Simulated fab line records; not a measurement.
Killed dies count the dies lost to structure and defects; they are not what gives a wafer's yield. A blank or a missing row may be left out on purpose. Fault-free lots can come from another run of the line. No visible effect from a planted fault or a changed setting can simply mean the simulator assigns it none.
Struck lot and sound lot, side by side || flow rit_cmos || 15 out of 202 route steps
Sound: the wafers L177.1, L177.2, L177.5. Wafers L191.1, L191.2, L191.3 were the ones struck. The cause is given at the end.
Per side, at each step with rows, come the tool, then ch with its chambers, and then its first start. Under that, the readings that differ: sound wafers || struck wafers || difference of the means || sigmas: that difference in standard deviations of wafers without a fault.
alike: readings with means less than 2 such deviations apart, plus words and numbers identical on both sides. not compared: withheld readings, readings lacking a value on some wafer, bounds such as >300 that could conceal the same value, and numbers that have no deviation in the record and whose values overlap.
Wherever a step has rows on one side only, a row that says differs or no value, or a row with sigmas, the two part there. Non-overlapping numbers with no deviation appear without sigmas and do not part them. Lack of a reading on every wafer of one side parts them only where that side has two or more wafers.

first, 6 steps without rows for these wafers: RIT_GATE_HMDS_10 (prime time 60 s); RIT_GATE_COAT_11 (resist thk 850 nm); RIT_GATE_SOFTBAKE_12 (time 60 s); RIT_GATE_EXPOSE_13 (exposes mask M6, target cd 150 nm); RIT_GATE_PEB_14; RIT_GATE_DEVELOP_15 (develop time 50 s).
RIT_GATE_CD_MEAS_16: the cd target is 150 nm.
  struck on cd_sem-02, day 6 08:41; sound on cd_sem-02, day 3 07:37
{"reading": "cd_nm (nm)", "sound": "150.5 151.6 152.2", "struck": "147.3 145.5 145.0", "difference": -5.5, "sigmas": -2}
RIT_GATE_OVL_MEAS_17:
  struck on overlay-02, day 6 08:48; sound on overlay-02, day 3 07:44
  alike: GATE_OVL
then, 1 step without rows for these wafers: RIT_GATE_HARDBAKE_18 (time 60 s).
RIT_GATE_ETCH_19: etches poly-Si in SF6/CHF3/O2, stops on SiO2, time 165 s, target depth 312.5 nm.
  sound on rie_si-01 ch 2,3, day 3 07:55; struck on rie_si-02 ch 1,2,3, day 6 08:59
  alike: drypump_motor_current_A, oes_product_au, throttle_valve_pct
  not compared: rf_hours_counter_h
RIT_GATE_STRIP_20: strips in O2, time 180 s.
  sound on plasma_asher-04 ch 0,1, day 3 08:01; struck on plasma_asher-01 ch 0,1, day 6 09:05
  alike: drypump_motor_current_A
  not compared: rf_hours_counter_h
RIT_GATE_CD_MEAS_90: the cd target is 150 nm.
  struck on cd_sem-01, day 6 09:16; sound on cd_sem-02, day 3 08:12
{"reading": "cd_nm (nm)", "sound": "150.6 151.6 152.1", "struck": "147.0 145.6 144.7", "difference": -5.7, "sigmas": -3}
RIT_REOX_CLEAN_00: cleans in SC1, time 600 s.
  sound on wet_bench-01 ch 3, day 3 08:19; struck on wet_bench-01 ch 3, day 6 09:23
{"reading": "run_length_s (s)", "sound": "626 626 626", "struck": "542 542 542", "difference": -84, "sigmas": -23}
then, 1 step without rows for these wafers: RIT_REOX_CLEAN_01 (cleans in dHF, time 30.56 s).
RIT_M1_PROBE_99:
  struck on prober-02, day 7 04:56; sound on prober-02, day 4 04:32
  alike: killed_at_front_end, killed_dies, killed_open, killed_short

WHERE THEY PART
At RIT_GATE_CD_MEAS_16 first; at RIT_REOX_CLEAN_00 last (within this record only). Later steps at which nothing parts them and some readings are alike: RIT_M1_PROBE_99.

WHY: what the simulator had put in
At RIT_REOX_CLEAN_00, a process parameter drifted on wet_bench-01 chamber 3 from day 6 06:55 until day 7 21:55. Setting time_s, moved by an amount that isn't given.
